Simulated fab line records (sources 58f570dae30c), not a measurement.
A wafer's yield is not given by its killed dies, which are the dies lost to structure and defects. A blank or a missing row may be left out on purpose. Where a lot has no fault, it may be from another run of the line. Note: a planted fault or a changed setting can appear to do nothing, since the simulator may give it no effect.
One fault seen from 2 desks :: flow berkeley_cmos170 :: each desk holds nothing but its own numbers, with what lay behind them at the end

FROM THE METROLOGY DESK
What the gauges read, lot by lot, whatever tool the lot ran on: means of the sampled wafers that have a number. A lot is out of limits, marked OUT, if its mean lies more than 4 standard deviations from the usual mean; the brackets give that distance.
Columns: A = M1_AL_RS at UCB170_M1_RS_MEAS_01, usual 0.0482 ohm/sq; B = M1_AL_THK at UCB170_M1_THK_MEAS_02, usual 603 nm; C = cd_nm at UCB170_M1_CD_MEAS_09, usual 699.3 nm
lot: L460
first seen here: day 7 07:07
A: 0.0483
B: 605
C: 697.9

lot: L459
first seen here: day 7 09:00
A: 0.0481
B: 606
C: 699.2

lot: L462
first seen here: day 8 04:12
A: 0.0485
B: 596
C: 699.8

lot: L463
first seen here: day 8 04:14
A: 0.0479
B: 606
C: 697.0

lot: L465
first seen here: day 8 23:30
A: 0.0482
B: 600
C: 699.5

lot: L466
first seen here: day 8 23:48
A: 0.0481
B: 603
C: 698.6

lot: L467
first seen here: day 9 02:29
A: 0.0479
B: 609
C: 699.8

lot: L470
first seen here: day 10 02:34
A: 0.0490
B: 595
C: 699.1

lot: L473
first seen here: day 10 02:34
A: 0.0480
B: 602
C: 700.5

lot: L474
first seen here: day 10 11:13
A: 0.0485
B: 602
C: 699.2

lot: L481
first seen here: day 11 10:14
A: 0.0484
B: 601
C: 696.9

lot: L482
first seen here: day 11 12:12
A: 0.0477
B: 606
C: 700.8

lot: L480
first seen here: day 11 12:32
A: 0.1086 (+99 or more) OUT
B: 273 (-54) OUT
C: 699.5
This desk reports L480 out of limits; the earliest was L480 at day 11 12:32 (M1_AL_RS at UCB170_M1_RS_MEAS_01). L460, L459, L462, L463, L465, L466, L467, L470, L473, L474, L481, L482 stayed within limits.

AT THE TOOL OWNER'S DESK: pvd_sputter-03
The tool's own readings at UCB170_M1_SPUTTER_00 (material Al, target thk 600 nm, time 80 s): means of the sampled wafers that have a number, for each lot that ran on this tool. A lot is out of limits, marked OUT, if its mean lies more than 4 standard deviations from the usual mean; the brackets give that distance.
Columns: A = throttle_valve_pct at UCB170_M1_SPUTTER_00, usual 29.8 %
lot: L460
first seen here: day 7 07:03
A: 29.9

lot: L459
first seen here: day 7 08:56
A: 29.9

lot: L463
first seen here: day 8 04:08
A: 30.3

lot: L465
first seen here: day 8 23:26
A: 30.4

lot: L480
first seen here: day 11 12:26
A: 29.0
Result from this desk: across the 5 lots, nothing is out of limits.

TAKEN TOGETHER
L480 would have let the metrology desk raise an alarm at day 11 12:32.
The tool owner's desk saw nothing out of limits.
The tool owner's desk has L480 on record, within its limits.
All the named lots went through UCB170_M1_SPUTTER_00 on pvd_sputter-03.

WHAT THE SIMULATOR HAD PUT IN
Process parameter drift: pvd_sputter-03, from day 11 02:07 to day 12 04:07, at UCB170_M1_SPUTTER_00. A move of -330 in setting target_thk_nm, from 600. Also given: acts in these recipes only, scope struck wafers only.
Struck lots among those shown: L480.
Hours from the fault's start to each desk's first reading out of limits: the metrology desk, 10.
